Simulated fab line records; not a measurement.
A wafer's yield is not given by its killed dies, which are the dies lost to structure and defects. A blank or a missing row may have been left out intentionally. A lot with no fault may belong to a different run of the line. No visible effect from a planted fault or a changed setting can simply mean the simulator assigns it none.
What tool caused it? ; flow berkeley_cmos170 ; 18 wafers sampled from 6 lots at 1 step of a route of 331

WHAT THE GAUGES SHOWED, per wafer
UCB170_PLDD_OVL_MEAS_07.
lot;measured;on;PLDD_OVL (nm)
L967;day 6 19:19;overlay-01;-7 -1 2
L966;day 6 19:35;overlay-01;2 3 1
L970;day 7 01:19;overlay-02;-4 4 -3
L974;day 8 00:52;overlay-02;-7 -3 -3
L980;day 9 05:29;overlay-01;2 2 1
L986;day 10 20:49;overlay-02;-5 -5 -3

WHICH TOOL RAN EACH LOT (tool, then ch and the chambers of the sampled wafers, then the start)
Record: no process step prior to these readings.

THE ANSWER, worked out from the rows above alone
Rule: usual is defined by the lots themselves. The widest of any qualifying gaps counts: lots, ordered by their means at a reading, are off when they make up no more than a third of the lots, leave a main group of 4 or more, and stand apart from it by 3 or more times the standard deviation of that group's means. A main group whose means are all the same, to the digits that the tables above print for the reading, isn't used. Also off: a lot with no number at a reading for which 4 or more lots have one. Where the step has rows for the other lots, those lots are counted as sound.
No lot is off on any of the readings shown, so nothing can be concluded from this.

WHAT THE SIMULATOR HAD PUT IN
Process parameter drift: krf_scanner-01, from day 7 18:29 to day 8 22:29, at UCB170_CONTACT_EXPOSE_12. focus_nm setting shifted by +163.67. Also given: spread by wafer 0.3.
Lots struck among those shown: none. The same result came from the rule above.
